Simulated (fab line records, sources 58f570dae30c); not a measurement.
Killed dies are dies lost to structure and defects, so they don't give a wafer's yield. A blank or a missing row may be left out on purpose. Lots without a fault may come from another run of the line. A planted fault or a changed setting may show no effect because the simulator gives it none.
Problem report in the 8D (eight disciplines) form, filled by code | flow berkeley_cmos170 | the parts of the form that need people (team, actions taken, sign-off) are left out

1. THE PROBLEM
M1_AL_RS at UCB170_M1_RS_MEAS_01 reads a mean of 0.0518 ohm/sq on 6 wafers of 2 lots; wafers without a fault read 0.0483 ohm/sq with a standard deviation of 0.00057. That is +6.2 standard deviations from the usual mean.
The step: measures by four-point-probe.
First seen on wafer L649.3, day 9 01:38, on film_metro-02. The record holds 42 wafers of 14 lots with a number at this step. Rule for "out", or "out of limits": more than 4 standard deviations from the usual mean. The other wafers with a number count as sound.

2. WHAT IT IS AND WHAT IT IS NOT
question                    | is                     | is not
which readings at this step | M1_AL_RS               | -
which lots                  | L649, L651             | L637, L638, L639, L640, L641, L642, L643, L654, L656, L658, L659, L660
which wafers of those lots  | all that have a number | -
read on which gauges        | film_metro-02          | film_metro-01, film_metro-03
when                        | from day 9 01:38       | up to then (21 sound wafers); but 15 sound wafers of L654, L656, L658, L659, L660 came after

3. SUSPECTS, AND WHAT RULES EACH OUT
Counting: a tool at a process step up to the reading stays a suspect if it ran every lot that is out and no sound lot after the first of them.
- the gauge at UCB170_M1_RS_MEAS_01: kept. All the wafers that are out were read on film_metro-02, and no step on other tools shows them out.
- rie_diel-03 at UCB170_CONTACT_ETCH_17 (etches BARC in N2/H2): kept. It ran every lot that is out, first L649 (day 9 00:58), and no sound lot after that; its last sound lot up to then is L643 (day 7 23:22).
- pvd_sputter-02 at UCB170_M1_SPUTTER_00 (material Al, target thk 600 nm, time 80 s): ruled out as a lasting fault. Sound lots L660 ran on it after its first lot that is out, L649 (day 9 01:32).
Left after counting: rie_diel-03 at UCB170_CONTACT_ETCH_17, film_metro-02 at UCB170_M1_RS_MEAS_01.

4. THE CAUSE (what the simulator had put in)
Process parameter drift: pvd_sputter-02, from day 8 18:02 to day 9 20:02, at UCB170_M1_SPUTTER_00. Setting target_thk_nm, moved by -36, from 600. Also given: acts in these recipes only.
Counting ruled it out, wrongly: the rule takes a fault to strike every lot that its tool runs from its start on, and this one did not.

5. THE CHAIN OF EFFECTS, in route order
Each row: a reading whose mean over the struck wafers that have a number lies more than 3 standard deviations from the usual. Only readings for which the record gives a usual standard deviation are gone through. hours: the time from each lot's start at the first step in this table that gives one to its start at this step, as a median over the lots. sigmas: the change in usual standard deviations.
hours | step                  | reading   | usual         | on struck wafers | change  | sigmas
0     | UCB170_M1_RS_MEAS_01  | M1_AL_RS  | 0.0483 ohm/sq | 0.0518           | +0.0035 | +6.2
0     | UCB170_M1_THK_MEAS_02 | M1_AL_THK | 595 nm        | 557              | -38     | -5.1

6. WHAT WOULD HAVE CAUGHT IT SOONER
In this record the first reading out of limits at a measuring or inspecting step was taken at day 9 01:38, 8 hours after the fault began at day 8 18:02.
Of the tool readings at UCB170_M1_SPUTTER_00 for which the record gives a usual standard deviation, none was out on any struck wafer, so an alarm limit of 4 standard deviations on them would not have fired.
